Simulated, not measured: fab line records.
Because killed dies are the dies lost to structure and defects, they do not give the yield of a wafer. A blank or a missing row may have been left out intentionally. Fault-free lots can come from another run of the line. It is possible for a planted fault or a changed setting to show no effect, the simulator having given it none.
A single fault, viewed from 2 desks -- flow berkeley_cmos170 -- numbers are kept per desk, each desk with only its own; the story behind them comes last

THE TOOL OWNER'S DESK: furnace-01
The tool's own readings at UCB170_SCREENOX_OXIDATION_01 (target thk 14.4 nm, ox time 2400 s): means of the sampled wafers that have a number, for each lot that ran on this tool. The brackets show how far a lot's mean lies from the usual mean; more than 4 standard deviations puts the lot out of limits, marked OUT.
Columns: A = spike_tc_load_C at UCB170_SCREENOX_OXIDATION_01, usual 922.8 C
lot,first seen here,A
L107,day 6 03:53,923.2
L113,day 7 13:13,923.6
L114,day 7 13:13,923.2
L117,day 8 16:05,923.2
Finding of this desk: none of the 4 lots has anything out of limits.

FROM THE METROLOGY DESK
Lot by lot, what the gauges showed, no matter which tool ran the lot: averages of those sampled wafers that carry a number. The brackets show how far a lot's mean lies from the usual mean; more than 4 standard deviations puts the lot out of limits, marked OUT. Shown here are 7 of its 10 readings, the ones lying furthest out on some lot.
Columns: A = FIELD_OXIDE_THK at UCB170_FIELD_THK_MEAS_02, usual 552 nm; B = FIELD_OXIDE_LEFT_1_THK at UCB170_FIELD_THK_MEAS_90, usual 435 nm; C = SACOX_OXIDE_THK at UCB170_SACOX_THK_MEAS_02, usual 14.3 nm; D = NVT_TW at UCB170_NVT_TW_MEAS_09, usual 522; E = PVT_TW at UCB170_PVT_TW_MEAS_09, usual 505; F = FIELD_OXIDE_LEFT_2_THK at UCB170_FIELD_THK_MEAS_91, usual 347 nm; G = GATE_OXIDE_THK at UCB170_GATE_THK_MEAS_02, usual 6.57 nm
lot,first seen here,A,B,C,D,E,F,G
L107,day 5 10:05,547,429,14.2,527,512,342,6.48
L109,day 5 19:41,561,443,14.1,531,511,355,6.60
L113,day 6 16:28,538,421,13.9,525,505,332,6.60
L114,day 6 16:29,547,432,13.9,516,500,343,6.55
L117,day 7 17:53,560,444,14.5,523,505,356,6.75
L122,day 8 09:24,533,418,14.4,517,508,329,6.56
L126,day 9 09:11,559,442,14.4,526,499,354,6.36
Finding of this desk: none of the 7 lots has anything out of limits.

TAKEN TOGETHER
Nothing out of limits was seen by the tool owner's desk.
From the metrology desk's view, nothing was out of limits.

WHAT THE SIMULATOR HAD INSERTED
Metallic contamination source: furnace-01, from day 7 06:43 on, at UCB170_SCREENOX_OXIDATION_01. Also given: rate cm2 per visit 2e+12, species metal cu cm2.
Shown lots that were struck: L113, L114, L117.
